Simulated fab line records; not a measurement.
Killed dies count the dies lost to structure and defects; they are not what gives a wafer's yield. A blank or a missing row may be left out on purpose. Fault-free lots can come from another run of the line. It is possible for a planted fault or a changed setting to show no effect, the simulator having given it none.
A lot that was struck, set against a sound lot | flow berkeleyCmos170 | 14 out of 331 route steps
Sound: the wafers L774.4, L774.5, L774.6. Struck: wafers L785.4, L785.5, L785.6. The cause comes at the end.
At each step with rows: each side's tool, then ch and its chambers, then its first start. Under that, the readings that differ: sound wafers | struck wafers | difference of the means | sigmas: that difference in standard deviations of wafers without a fault.
alike: same words and numbers on both sides, and readings whose means sit less than 2 such deviations apart. not compared: any withheld reading, any reading some wafer has no value for, any bound like >300 that may hide the same value, and any number with overlapping values for which the record gives no deviation.
A row with sigmas, a row that says differs or no value, or rows on one side alone: a step with any of these is where the two part. Numbers that have no deviation but don't overlap get no sigmas and don't part them. A reading that every wafer of one side lacks parts them only if that side has two wafers or more.

UCB170_PLDD_TW_MEAS_11:
  sound: filmMetro-01 at day 6 17:04; struck: filmMetro-04 at day 9 00:21
  alike: PLDD_TW
then, 7 steps without rows for these wafers: UCB170_PLDD_CLEAN_12 (cleans in SPM, time 600 s); UCB170_NLDD_HMDS_00 (prime time 60 s); UCB170_NLDD_COAT_01 (resist thk 900 nm); UCB170_NLDD_SOFTBAKE_02 (time 60 s); UCB170_NLDD_EXPOSE_03 (exposes mask NSELECT, target cd 1200 nm); UCB170_NLDD_PEB_04; UCB170_NLDD_DEVELOP_05 (develop time 45 s).
UCB170_NLDD_CD_MEAS_06: the cd target is 1200 nm.
  sound: cdSem-02 at day 6 18:34; struck: cdSem-01 at day 9 02:13
  alike: cdNm
UCB170_NLDD_OVL_MEAS_07:
  sound: overlay-02 at day 6 18:39; struck: overlay-02 at day 9 02:17
  alike: NLDD_OVL
then, 2 steps without rows for these wafers: UCB170_NLDD_IMPLANT_08; UCB170_NLDD_IMPLANT_09.
UCB170_NLDD_STRIP_10: strips in O2.
  sound on plasmaAsher-04 ch 0,1, day 6 19:00; struck on plasmaAsher-04 ch 0,1, day 9 02:38
  no value came back on the struck wafers for any of 5 readings (chamberPressureMTorr (mTorr), drypumpMotorCurrentA (A) and others); on the sound wafers chamberPressureMTorr (mTorr) reads 3503 3502 3505
reading                              | sound | struck            | difference | sigmas
model.KrF_of_NLDD_COAT_01.thkNm (nm) | 0 0 0 | 887.7 889.8 888.2 | +888.6     | 
  not compared: rfHoursCounterH
UCB170_NLDD_TW_MEAS_11:
  sound: filmMetro-01 at day 6 19:06; struck: filmMetro-01 at day 9 02:44
  alike: NLDD_TW

WHERE THEY PART
Within this record, at UCB170_NLDD_STRIP_10 only. Later steps at which nothing parts them and some readings are alike: UCB170_NLDD_TW_MEAS_11.

WHY: what the simulator had put in
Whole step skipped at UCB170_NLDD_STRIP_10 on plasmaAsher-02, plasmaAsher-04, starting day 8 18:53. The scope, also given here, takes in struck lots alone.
